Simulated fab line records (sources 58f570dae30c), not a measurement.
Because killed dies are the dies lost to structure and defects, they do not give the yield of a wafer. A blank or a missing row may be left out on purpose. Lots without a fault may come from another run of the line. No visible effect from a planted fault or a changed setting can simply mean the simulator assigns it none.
One fault seen from 2 desks / flow berkeley cmos170 / only its own numbers are on each desk; what lay behind them is given at the end

AT THE TOOL OWNER'S DESK: implanter-03
The tool's own readings at UCB170_NWELL_IMPLANT_14, given as means over the sampled wafers that have a number, one for each lot that went through this tool. The brackets show how far a lot's mean lies from the usual mean; more than 4 standard deviations puts the lot out of limits, marked OUT.
Columns: A = beam energy keV at UCB170_NWELL_IMPLANT_14, usual 150.00; B = tilt deg at UCB170_NWELL_IMPLANT_14, usual 6.998 degrees
lot=L782; first seen here=day 3 15:52; A=150.00; B=6.980
lot=L786; first seen here=day 4 10:51; A=150.05; B=7.020
lot=L792; first seen here=day 5 19:28; A=148.38 (-32) OUT; B=6.986
lot=L793; first seen here=day 5 23:23; A=148.37 (-33) OUT; B=6.969
lot=L795; first seen here=day 6 08:54; A=148.43 (-31) OUT; B=7.000
This desk's verdict: out of limits on L792, L793, L795, starting with L792 at day 5 19:28 (beam energy keV at UCB170_NWELL_IMPLANT_14). Within limits: L782, L786.

AT THE METROLOGY DESK
What the gauges read, lot by lot, whatever tool the lot ran on: means of the sampled wafers that have a number. The brackets show how far a lot's mean lies from the usual mean; more than 4 standard deviations puts the lot out of limits, marked OUT.
Columns: A = NWELL_OXIDE_THK at UCB170_NWELL_THK_MEAS_02, usual 26.3 nm; B = NWELL_NITRIDE_THK at UCB170_NWELL_THK_MEAS_05, usual 224.2 nm; C = NWELL_OVL at UCB170_NWELL_OVL_MEAS_12, usual 3 nm
lot=L782; first seen here=day 3 07:43; A=26.8; B=222.6; C=8
lot=L784; first seen here=day 3 18:55; A=26.6; B=226.2; C=5
lot=L786; first seen here=day 4 03:41; A=25.8; B=221.7; C=4
lot=L787; first seen here=day 4 06:37; A=25.8; B=226.1; C=-4
lot=L792; first seen here=day 5 10:53; A=26.3; B=223.3; C=6
lot=L793; first seen here=day 5 14:50; A=25.9; B=223.9; C=-4
lot=L795; first seen here=day 6 00:22; A=26.3; B=227.4; C=-3
This desk's verdict: no lot among the 7 shows anything out of limits.

BROUGHT TOGETHER
At day 5 19:28, on L792, L793, L795, the tool owner's desk was in a position to raise an alarm.
Nothing out of limits was seen by the metrology desk.
The metrology desk holds a record of L792, L793, L795, inside its limits.
Every lot named ran UCB170_NWELL_IMPLANT_14 on implanter-03.

WHAT THE SIMULATOR HAD INSERTED
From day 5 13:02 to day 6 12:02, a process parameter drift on implanter-03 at UCB170_NWELL_IMPLANT_14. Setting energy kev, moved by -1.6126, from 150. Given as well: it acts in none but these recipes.
Struck lots among those shown: L792, L793, L795.
How many hours passed from the start of the fault until each desk's first out-of-limits reading: the tool owner's desk, 6.
